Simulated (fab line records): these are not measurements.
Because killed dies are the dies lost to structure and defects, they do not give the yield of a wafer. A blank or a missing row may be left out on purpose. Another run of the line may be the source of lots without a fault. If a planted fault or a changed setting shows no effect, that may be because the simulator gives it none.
Which tool was responsible? / flow berkeley cmos170 / 39 wafers from 13 lots sampled at 5 of the route's 331 steps

## WHAT THE GAUGES SHOWED, per wafer
UCB170_FIELD_THK_MEAS_90.
lot=L103; measured=day 6 01:10; on=film metro-02; FIELD_OXIDE_LEFT_1_THK (nm)=451 452 463
lot=L101; measured=day 6 01:13; on=film metro-02; FIELD_OXIDE_LEFT_1_THK (nm)=445 443 429
lot=L105; measured=day 6 18:52; on=film metro-04; FIELD_OXIDE_LEFT_1_THK (nm)=430 428 429
lot=L108; measured=day 7 07:02; on=film metro-03; FIELD_OXIDE_LEFT_1_THK (nm)=454 446 444
lot=L109; measured=day 7 16:58; on=film metro-04; FIELD_OXIDE_LEFT_1_THK (nm)=438 438 434
lot=L110; measured=day 7 16:59; on=film metro-02; FIELD_OXIDE_LEFT_1_THK (nm)=431 424 433
lot=L111; measured=day 7 23:55; on=film metro-03; FIELD_OXIDE_LEFT_1_THK (nm)=461 459 458
lot=L116; measured=day 8 16:40; on=film metro-04; FIELD_OXIDE_LEFT_1_THK (nm)=465 452 453
lot=L118; measured=day 9 06:27; on=film metro-03; FIELD_OXIDE_LEFT_1_THK (nm)=426 414 423
lot=L120; measured=day 9 21:07; on=film metro-03; FIELD_OXIDE_LEFT_1_THK (nm)=421 423 426
lot=L121; measured=day 10 07:40; on=film metro-02; FIELD_OXIDE_LEFT_1_THK (nm)=434 439 426
lot=L122; measured=day 10 07:40; on=film metro-04; FIELD_OXIDE_LEFT_1_THK (nm)=438 441 442
lot=L123; measured=day 10 07:43; on=film metro-02; FIELD_OXIDE_LEFT_1_THK (nm)=461 443 452

UCB170_NVT_TW_MEAS_09.
lot=L103; measured=day 6 21:58; on=film metro-03; NVT_TW=523.7 523.3 527.7
lot=L101; measured=day 6 22:23; on=film metro-03; NVT_TW=524.0 525.6 526.6
lot=L105; measured=day 7 11:32; on=film metro-04; NVT_TW=523.5 520.4 522.2
lot=L108; measured=day 7 22:43; on=film metro-04; NVT_TW=521.1 525.2 522.2
lot=L109; measured=day 8 11:26; on=film metro-03; NVT_TW=526.3 526.7 527.2
lot=L110; measured=day 8 11:33; on=film metro-01; NVT_TW=522.7 524.6 524.1
lot=L111; measured=day 8 16:10; on=film metro-01; NVT_TW=521.5 522.3 522.8
lot=L116; measured=day 9 15:48; on=film metro-03; NVT_TW=529.6 525.7 529.5
lot=L118; measured=day 9 22:23; on=film metro-04; NVT_TW=523.9 523.0 523.1
lot=L120; measured=day 10 12:56; on=film metro-04; NVT_TW=522.8 522.4 521.4
lot=L121; measured=day 11 00:26; on=film metro-01; NVT_TW=525.1 526.5 524.0
lot=L122; measured=day 11 00:19; on=film metro-04; NVT_TW=520.9 519.6 521.5
lot=L123; measured=day 11 00:04; on=film metro-04; NVT_TW=521.9 522.7 520.0

UCB170_GATE_THK_MEAS_02.
lot=L103; measured=day 7 04:16; on=film metro-01; GATE_OXIDE_THK (nm)=6.66 6.68 6.62
lot=L101; measured=day 7 04:16; on=film metro-02; GATE_OXIDE_THK (nm)=6.66 6.80 6.68
lot=L105; measured=day 7 18:59; on=film metro-04; GATE_OXIDE_THK (nm)=6.81 6.68 6.79
lot=L108; measured=day 8 07:34; on=film metro-01; GATE_OXIDE_THK (nm)=6.43 6.37 6.38
lot=L109; measured=day 8 19:57; on=film metro-01; GATE_OXIDE_THK (nm)=6.74 6.63 6.59
lot=L110; measured=day 8 19:58; on=film metro-04; GATE_OXIDE_THK (nm)=6.58 6.76 6.65
lot=L111; measured=day 9 04:04; on=film metro-04; GATE_OXIDE_THK (nm)=6.91 6.75 6.76
lot=L116; measured=day 9 23:11; on=film metro-01; GATE_OXIDE_THK (nm)=6.74 6.67 6.70
lot=L118; measured=day 10 04:22; on=film metro-02; GATE_OXIDE_THK (nm)=6.43 6.40 6.40
lot=L120; measured=day 10 18:40; on=film metro-04; GATE_OXIDE_THK (nm)=6.71 6.46 6.53
lot=L121; measured=day 11 08:32; on=film metro-01; GATE_OXIDE_THK (nm)=6.62 6.65 6.61
lot=L122; measured=day 11 08:37; on=film metro-04; GATE_OXIDE_THK (nm)=6.60 6.51 6.53
lot=L123; measured=day 11 08:32; on=film metro-04; GATE_OXIDE_THK (nm)=6.63 6.67 6.67

UCB170_GATE_CD_MEAS_12 targets a cd of 350 nm.
lot=L103; measured=day 7 12:34; on=cd sem-01; cd nm (nm)=348.4 347.1 349.7
lot=L101; measured=day 7 12:18; on=cd sem-01; cd nm (nm)=352.4 352.6 352.3
lot=L105; measured=day 8 03:34; on=cd sem-02; cd nm (nm)=348.3 348.8 348.7
lot=L108; measured=day 8 15:34; on=cd sem-02; cd nm (nm)=373.2 375.6 375.6
lot=L109; measured=day 9 06:25; on=cd sem-01; cd nm (nm)=352.9 351.2 353.1
lot=L110; measured=day 9 06:41; on=cd sem-02; cd nm (nm)=350.5 349.2 349.7
lot=L111; measured=day 9 17:32; on=cd sem-01; cd nm (nm)=351.5 350.2 351.5
lot=L116; measured=day 10 05:56; on=cd sem-02; cd nm (nm)=350.3 350.8 349.0
lot=L118; measured=day 10 12:47; on=cd sem-01; cd nm (nm)=350.4 350.6 350.6
lot=L120; measured=day 11 01:10; on=cd sem-01; cd nm (nm)=350.9 348.7 349.1
lot=L121; measured=day 11 16:56; on=cd sem-02; cd nm (nm)=349.6 347.9 349.8
lot=L122; measured=day 11 16:43; on=cd sem-02; cd nm (nm)=350.1 350.8 351.1
lot=L123; measured=day 11 16:20; on=cd sem-02; cd nm (nm)=346.8 348.3 348.5

## WHAT TOOL EACH LOT RAN ON (gives the tool, then ch and the chambers of the sampled wafers, and finally the start)
lot=L103; UCB170_GATE_EXPOSE_09=krf scanner-01 ch 0, day 7 11:35
lot=L101; UCB170_GATE_EXPOSE_09=krf scanner-01 ch 0, day 7 11:22
lot=L105; UCB170_GATE_EXPOSE_09=krf scanner-02 ch 0, day 8 03:10
lot=L108; UCB170_GATE_EXPOSE_09=krf scanner-01 ch 0, day 8 14:50
lot=L109; UCB170_GATE_EXPOSE_09=krf scanner-02 ch 0, day 9 06:01
lot=L110; UCB170_GATE_EXPOSE_09=krf scanner-01 ch 0, day 9 06:18
lot=L111; UCB170_GATE_EXPOSE_09=krf scanner-01 ch 0, day 9 16:32
lot=L116; UCB170_GATE_EXPOSE_09=krf scanner-01 ch 0, day 10 05:23
lot=L118; UCB170_GATE_EXPOSE_09=krf scanner-02 ch 0, day 10 12:24
lot=L120; UCB170_GATE_EXPOSE_09=krf scanner-01 ch 0, day 11 00:44
lot=L121; UCB170_GATE_EXPOSE_09=krf scanner-01 ch 0, day 11 16:32
lot=L122; UCB170_GATE_EXPOSE_09=krf scanner-02 ch 0, day 11 16:19
lot=L123; UCB170_GATE_EXPOSE_09=krf scanner-01 ch 0, day 11 15:56
- UCB170_GATE_EXPOSE_09: exposes mask POLY, target cd 350 nm.

## AS READ BY THE TOOLS THEMSELVES (means over the sampled wafers that have a number; for cases with no such wafer, the mark the record gives instead)
The record holds no such reading with a usual standard deviation.

## THE ANSWER, worked out from the rows above alone
Rule: the usual values come from the lots themselves. The widest of any qualifying gaps counts: lots, ordered by their means at a reading, are off when they make up no more than a third of the lots, leave a main group of 4 or more, and stand apart from it by 3 or more times the standard deviation of that group's means. If all means in a main group match to the digits the tables above print for the reading, that group is not used. Also off: a lot with no number at a reading for which 4 or more lots have one. The other lots that the step has rows for count as sound. The gauges are gone through in route order, then the tools' own readings, and for those a lot's mean is taken as printed above. At the first step where some lot is off, the reading lying furthest off is the one used; lots without a number count as furthest.
Off: L108 (UCB170_GATE_CD_MEAS_12, cd nm). The main group: mean 350.0 nm, standard deviation 1.4.
A tool fits if, at a process step before that reading, it ran every lot that is off, and no sound lot after the first of them. Those tools and the gauges at UCB170_GATE_CD_MEAS_12 are tried in the same way. No candidate that was tried fits.

## WHAT HAD BEEN PUT IN BY THE SIMULATOR
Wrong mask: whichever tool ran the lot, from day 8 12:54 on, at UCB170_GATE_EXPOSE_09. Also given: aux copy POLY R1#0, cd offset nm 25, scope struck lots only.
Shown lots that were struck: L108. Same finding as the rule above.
